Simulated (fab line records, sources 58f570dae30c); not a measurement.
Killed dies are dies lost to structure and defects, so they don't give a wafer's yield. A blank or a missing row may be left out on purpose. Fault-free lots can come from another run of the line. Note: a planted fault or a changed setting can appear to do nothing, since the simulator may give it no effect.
Struck lot and sound lot, side by side + flow berkeley cmos170 + 15 out of 331 route steps
Sound: the wafers L391.4, L391.5, L391.6. Wafers struck: L395.2, L395.3, L395.5. At the end, the cause is stated.
For every step that has rows: the tool of each side, followed by ch and its chambers, followed by its first start. Under that, the readings that differ: sound wafers + struck wafers + difference of the means + sigmas: that difference in standard deviations of wafers without a fault.
alike: readings whose means differ by less than 2 such deviations, and words and numbers that are the same on both sides. not compared: withheld readings, readings that some wafer has no value for, bounds like >300 that may hide the same value, and numbers for which the record gives no deviation and whose values overlap.
Wherever a step has rows on one side only, a row that says differs or no value, or a row with sigmas, the two part there. Numbers that don't overlap but have no deviation are shown without sigmas and don't part them. A reading that every wafer of one side lacks parts them only if that side has two wafers or more.

first, 1 step without rows for these wafers: UCB170_M3_SOFTBAKE_06 (time 60 s).
UCB170_M3_STRIP_07: strips in O2.
  sound on plasma asher-02 ch 0,1, day 12 00:16; struck on plasma asher-02 ch 0,1, day 12 17:19
  alike: drypump motor current A, oes product au, strip time to endpoint s
  not compared: rf hours counter h
then, 7 steps without rows for these wafers: UCB170_M3_STRIP_08 (strips KrF in DMSO, time 600 s); UCB170_M3_COAT_09; UCB170_M3_COAT_10 (resist thk 900 nm); UCB170_M3_SOFTBAKE_11 (time 60 s); UCB170_M3_EXPOSE_12 (exposes mask METAL3, target cd 700 nm); UCB170_M3_PEB_13; UCB170_M3_DEVELOP_14 (develop time 45 s).
UCB170_M3_CD_MEAS_15: target cd 700 nm.
  sound on cd sem-01, day 12 04:43; struck on cd sem-01, day 12 18:47
  alike: cd nm
UCB170_M3_OVL_MEAS_16:
  sound on overlay-01, day 12 04:47; struck on overlay-02, day 12 18:53
  alike: M3_OVL
UCB170_M3_ETCH_17: etches BARC in N2/H2.
  sound on rie diel-02 ch 1,2,3, day 12 04:50; struck on rie diel-03 ch 2,3, day 12 18:55
| reading                        | sound                | struck               | difference | sigmas |
|--------------------------------|----------------------|----------------------|------------|--------|
| chamber pressure mTorr (mTorr) | 30.053 30.054 30.036 | 29.977 29.970 29.942 | -0.085     | -3     |
| drypump motor current A (A)    | 5.1 5.5 5.3          | 6.0 6.3 6.3          | +0.9       | +2     |
  alike: oes product au, throttle valve pct
UCB170_M3_METAL_ETCH_18: etches Al in Cl2/BCl3, stops on SiO2, target depth 1170 nm, time 195 s.
  sound on rie metal-02 ch 0,1, day 12 04:55; struck on rie metal-02 ch 0, day 12 18:58
| reading                        | sound                | struck               | difference | sigmas      |
|--------------------------------|----------------------|----------------------|------------|-------------|
| chamber pressure mTorr (mTorr) | 12.016 12.001 11.988 | 14.387 14.393 14.384 | +2.386     | +99 or more |
  alike: drypump motor current A, oes product au, throttle valve pct
  not compared: rf hours counter h
UCB170_M3_STRIP_19: strips in O2.
  sound on plasma asher-02 ch 0,1, day 12 05:04; struck on plasma asher-03 ch 0,1, day 12 19:08
  alike: drypump motor current A, oes product au
  not compared: rf hours counter h
UCB170_M3_PROBE_99:
  sound wafers here have rows in the record (prober-01, day 12 05:32); struck ones have none

## WHERE THEY PART
Last at UCB170_M3_PROBE_99 as far as this record goes, first at UCB170_M3_ETCH_17.

WHY: what had been put in by the simulator
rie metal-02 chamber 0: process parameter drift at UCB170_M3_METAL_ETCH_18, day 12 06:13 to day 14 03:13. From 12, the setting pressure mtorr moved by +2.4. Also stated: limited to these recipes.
